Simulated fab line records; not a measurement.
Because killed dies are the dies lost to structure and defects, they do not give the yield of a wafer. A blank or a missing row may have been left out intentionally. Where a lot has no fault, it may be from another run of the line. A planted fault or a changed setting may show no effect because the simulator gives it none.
A struck lot beside a sound one / flow rit cmos / 26 steps out of a route of 202
Sound: these wafers, L356.2, L356.3, L356.6. Struck: wafers L360.3, L360.6 (left out: L360.4, a lot-mate that was not struck); the cause follows at the end.
For every step that has rows: the tool of each side, followed by ch and its chambers, followed by its first start. Under that, the readings that differ: sound wafers / struck wafers / difference of the means / sigmas: that difference in standard deviations of wafers without a fault.
alike: words and numbers the same on both sides, and readings whose means are apart by under 2 such deviations; not compared: readings that were withheld, readings missing a value for some wafer, numbers with overlapping values and no deviation given by the record, and bounds like >300 which may hide the same value.
The two part at a step that has a row with sigmas, a row that says differs or no value, or rows on one side only. Numbers that don't overlap but have no deviation are shown without sigmas and don't part them. A reading missing from all wafers of one side parts the sides only when that side holds two or more wafers.

first, 4 steps without rows for these wafers: RIT_CONTACT_SOFTBAKE_04 (time 60 s); RIT_CONTACT_EXPOSE_05 (exposes mask M11, target cd 1000 nm); RIT_CONTACT_PEB_06; RIT_CONTACT_DEVELOP_07 (develop time 120 s).
RIT_CONTACT_CD_MEAS_08 targets a cd of 1000 nm.
  struck on cd sem-02, day 5 15:17; sound on cd sem-02, day 4 16:45
  alike: cd nm
RIT_CONTACT_OVL_MEAS_09:
  struck on overlay-01, day 5 15:22; sound on overlay-01, day 4 16:52
  alike: CONTACT_OVL
then, 1 step without rows for these wafers: RIT_CONTACT_HARDBAKE_10 (time 60 s).
RIT_CONTACT_ETCH_11: etches SiO2 in CHF3/CF4/Ar, stops on TiSi2, target depth 480 nm, time 320 s.
  sound on rie diel-03 ch 0,2, day 4 17:02; struck on rie diel-03 ch 0,3, day 5 15:33
  alike: cf4 flow sccm, drypump motor current A, oes product au, throttle valve pct
  not compared: rf hours counter h
RIT_CONTACT_STRIP_12: strips in O2, time 180 s.
  sound on plasma asher-03 ch 0, day 4 17:14; struck on plasma asher-03 ch 0,1, day 5 15:48
  alike: drypump motor current A, rf refl power W
  not compared: rf hours counter h
RIT_CONTACT_CD_MEAS_90 targets a cd of 1000 nm.
  struck on cd sem-01, day 5 15:58; sound on cd sem-02, day 4 17:26
  alike: cd nm
then, 2 steps without rows for these wafers: RIT_CONTACT_CLEAN_13 (cleans in SC1, time 600 s); RIT_CONTACT_CLEAN_14 (cleans in SC2, time 600 s).
RIT_M1_SPUTTER_00: material Al, target thk 400 nm, time 500 s.
  struck on pvd sputter-02, day 5 16:44; sound on pvd sputter-03, day 4 17:53
reading=model.Al_of_M1_SPUTTER_00.thk nm (nm); sound=393.4 394.5 399.2; struck=447.1 441.3; difference=+48.5; sigmas=
  alike: throttle valve pct
RIT_M1_RS_MEAS_01: measurement is done with a four-point probe.
  struck on film metro-03, day 5 17:22; sound on film metro-04, day 4 18:13
reading=M1_AL_RS (ohm/sq); sound=0.0745 0.0744 0.0734; struck=0.0655 0.0664; difference=-0.0081; sigmas=-7
  not compared: hold
RIT_M1_THK_MEAS_02: measures by xrf.
  struck on film metro-03, day 5 19:25; sound on film metro-04, day 4 18:19
reading=M1_AL_THK (nm); sound=392 395 399; struck=450 444; difference=+52; sigmas=+8
  not compared: hold
then, 5 steps without rows for these wafers: RIT_M1_COAT_04 (resist thk 1300 nm); RIT_M1_SOFTBAKE_05 (time 60 s); RIT_M1_EXPOSE_06 (exposes mask M12, target cd 2600 nm); RIT_M1_PEB_07; RIT_M1_DEVELOP_08 (develop time 68 s).
RIT_M1_CD_MEAS_09 targets a cd of 2600 nm.
  struck on cd sem-02, day 5 22:30; sound on cd sem-01, day 4 19:23
  alike: cd nm
RIT_M1_OVL_MEAS_10:
  struck on overlay-01, day 5 22:36; sound on overlay-01, day 4 19:30
  alike: M1_OVL
then, 1 step without rows for these wafers: RIT_M1_HARDBAKE_11 (time 120 s).
RIT_M1_METAL_ETCH_12: etches Al in Cl2/BCl3, stops on SiO2, time 165 s, target depth 600 nm.
  sound on rie metal-02 ch 0,1, day 4 19:47; struck on rie metal-01 ch 0,1, day 5 22:55
reading=oes product au (a.u.); sound=0.763 0.764 0.771; struck=0.836 0.823; difference=+0.063; sigmas=+6
  alike: drypump motor current A, he backside leak sccm, throttle valve pct
  not compared: rf hours counter h
then, 1 step without rows for these wafers: RIT_M1_STRIP_13 (strips in nmp, time 600 s).
RIT_M1_PROBE_99:
  struck on prober-02, day 6 03:57; sound on prober-02, day 4 22:53
reading=hold; sound=- - -; struck=await dispo/2.4h/release await dispo/2.4h/release; difference=no value on the sound wafers; sigmas=
  alike: defect limited yield, killed at contacts, killed at front end, killed dies, killed open, killed short, sort_bin_3_pad_short, sort_bin_5_function, sort_bin_6_memory, sort n pass, sort yield pct

WHERE THEY PART
At RIT_M1_RS_MEAS_01 first; at RIT_M1_PROBE_99 last (within this record only).

WHY: what had been put in by the simulator
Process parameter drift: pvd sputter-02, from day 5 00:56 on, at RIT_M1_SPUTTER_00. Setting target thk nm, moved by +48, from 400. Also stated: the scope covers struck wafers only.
